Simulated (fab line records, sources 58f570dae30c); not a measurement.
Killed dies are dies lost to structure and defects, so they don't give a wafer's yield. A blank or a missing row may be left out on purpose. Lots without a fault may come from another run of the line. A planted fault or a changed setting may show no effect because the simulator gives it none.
Tool commonality check | flow berkeley_cmos170 | 14 lots, 42 wafers sampled

WHY IT WAS OPENED
At UCB170_ACTIVE_THK_MEAS_06 the reading ACTIVE_NITRIDE_THK is flagged on 2 of 14 lots. Wafers without a fault read 220.1 nm, standard deviation 2.4.
Rule: a lot is flagged when every wafer of it that has a number lies more than 4 standard deviations from that mean, or none has a number. The other lots count as sound.

lot  | measured    | on            | ACTIVE_NITRIDE_THK (nm), wafer by wafer | flag
L104 | day 4 14:11 | film_metro-02 | 222.7 222.5 223.4                       |
L103 | day 4 14:11 | film_metro-01 | 224.7 223.7 223.5                       |
L107 | day 4 21:50 | film_metro-04 | 221.5 220.1 219.5                       |
L105 | day 4 21:51 | film_metro-02 | 221.5 223.3 222.4                       |
L109 | day 5 15:55 | film_metro-02 | 222.6 220.2 221.8                       |
L111 | day 6 02:07 | film_metro-02 | 220.8 219.4 220.6                       |
L114 | day 6 14:32 | film_metro-04 | 275.4 275.6 275.1                       | FLAGGED
L113 | day 6 14:32 | film_metro-01 | 273.9 273.6 273.7                       | FLAGGED
L119 | day 7 13:32 | film_metro-02 | 216.7 221.7 218.7                       |
L120 | day 7 13:34 | film_metro-04 | 218.5 220.7 220.3                       |
L122 | day 8 09:17 | film_metro-02 | 215.8 216.3 214.9                       |
L123 | day 8 09:17 | film_metro-01 | 221.2 217.8 217.4                       |
L124 | day 8 14:37 | film_metro-02 | 216.6 215.8 218.1                       |
L125 | day 8 14:37 | film_metro-01 | 216.6 217.4 217.5                       |
The numbers of the flagged lots are 274.6 nm on average: +54.5 nm against the usual, or +23 standard deviations.

WHICH TOOL RAN EACH LOT
The record holds 3 process steps before the reading, out of a route of 331 steps. In each cell: the tool, then ch and the chambers that the sampled wafers went through, then the start.
lot  | flag    | UCB170_ZERO_ETCH_06               | UCB170_PWELL_ETCH_14              | UCB170_ACTIVE_CVD_05
L104 |         | rie_diel-03 ch 0,2,3, day 1 23:54 | rie_diel-01 ch 0,1, day 3 09:44   | lpcvd-01 ch 1, day 4 12:16
L103 |         | rie_diel-04 ch 2,3, day 2 00:08   | rie_diel-03 ch 0,2,3, day 3 09:28 | lpcvd-01 ch 0, day 4 12:16
L107 |         | rie_diel-03 ch 0,1,3, day 2 15:24 | rie_diel-03 ch 0,1,2, day 3 19:50 | lpcvd-02 ch 0, day 4 19:55
L105 |         | rie_diel-02 ch 1,2, day 2 07:18   | rie_diel-03 ch 1,2,3, day 3 13:01 | lpcvd-02 ch 1, day 4 19:55
L109 |         | rie_diel-03 ch 0,1,3, day 3 04:08 | rie_diel-04 ch 2,3, day 4 14:03   | lpcvd-01 ch 0, day 5 13:58
L111 |         | rie_diel-04 ch 0,3, day 3 13:04   | rie_diel-04 ch 0,2,3, day 4 21:37 | lpcvd-02 ch 1, day 6 00:11
L114 | FLAGGED | rie_diel-04 ch 0,2, day 4 03:23   | rie_diel-04 ch 2,3, day 5 10:07   | lpcvd-01 ch 1, day 6 12:37
L113 | FLAGGED | rie_diel-02 ch 0,1,2, day 4 01:31 | rie_diel-03 ch 0,3, day 5 10:09   | lpcvd-01 ch 1, day 6 12:37
L119 |         | rie_diel-03 ch 0,1,3, day 5 02:16 | rie_diel-03 ch 1,3, day 6 09:44   | lpcvd-02 ch 0, day 7 11:37
L120 |         | rie_diel-03 ch 0,2, day 5 08:22   | rie_diel-01 ch 0,2,3, day 6 09:44 | lpcvd-02 ch 0, day 7 11:37
L122 |         | rie_diel-03 ch 0,2,3, day 5 18:28 | rie_diel-01 ch 1,2, day 7 08:25   | lpcvd-02 ch 0, day 8 07:20
L123 |         | rie_diel-02 ch 0,2,3, day 5 22:30 | rie_diel-03 ch 0,1,3, day 7 08:44 | lpcvd-02 ch 0, day 8 07:20
L124 |         | rie_diel-03 ch 1,3, day 6 06:40   | rie_diel-03 ch 0,1,3, day 7 10:04 | lpcvd-02 ch 1, day 8 12:41
L125 |         | rie_diel-02 ch 0,1,3, day 6 07:52 | rie_diel-01 ch 1,2, day 7 09:49   | lpcvd-02 ch 0, day 8 12:41
What these steps do:
- UCB170_ZERO_ETCH_06: etches SiO2 in CHF3/CF4/Ar, time 12 s.
- UCB170_PWELL_ETCH_14: etches Si3N4 in CH3F/Ar/O2, stops on SiO2, target depth 242 nm, time 151 s.
- UCB170_ACTIVE_CVD_05: deposits Si3N4 from SiH2Cl2/NH3, target thk 220 nm, time 3300 s.
- UCB170_ACTIVE_THK_MEAS_06

FLAGGED OVER TOTAL, TOOL BY TOOL (the gauges that took the reading come last)
step                      | tool          | lots run | flagged | share of the flagged lots | sound lots run after its first flagged lot
UCB170_ZERO_ETCH_06       | rie_diel-02   | 4        | 1       | some                      | 2 (L123,L125)
UCB170_ZERO_ETCH_06       | rie_diel-03   | 7        | 0       | none                      | -
UCB170_ZERO_ETCH_06       | rie_diel-04   | 3        | 1       | some                      | 0
UCB170_PWELL_ETCH_14      | rie_diel-01   | 4        | 0       | none                      | -
UCB170_PWELL_ETCH_14      | rie_diel-03   | 7        | 1       | some                      | 3 (L119,L123,L124)
UCB170_PWELL_ETCH_14      | rie_diel-04   | 3        | 1       | some                      | 0
UCB170_ACTIVE_CVD_05      | lpcvd-01      | 5        | 2       | all                       | 0
UCB170_ACTIVE_CVD_05      | lpcvd-02      | 9        | 0       | none                      | -
UCB170_ACTIVE_THK_MEAS_06 | film_metro-01 | 4        | 1       | some                      | 2 (L123,L125)
UCB170_ACTIVE_THK_MEAS_06 | film_metro-02 | 7        | 0       | none                      | -
UCB170_ACTIVE_THK_MEAS_06 | film_metro-04 | 3        | 1       | some                      | 1 (L120)

WHAT THE TABLE ALLOWS
1 row of the table ran every flagged lot: lpcvd-01 at UCB170_ACTIVE_CVD_05.
- lpcvd-01 at UCB170_ACTIVE_CVD_05: 2 of its 5 lots flagged. Its last sound lot is L109 (day 5 13:58), its first flagged lot L113 (day 6 12:37): a fault that began between those two fits.
One tool is left: lpcvd-01 at UCB170_ACTIVE_CVD_05.

WHAT THE SIMULATOR HAD PUT IN
Process parameter drift: lpcvd-01, from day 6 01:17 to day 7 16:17, at UCB170_ACTIVE_CVD_05. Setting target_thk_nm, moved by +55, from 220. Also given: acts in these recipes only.
Lots struck among those shown: L114, L113. The rule above found the same.
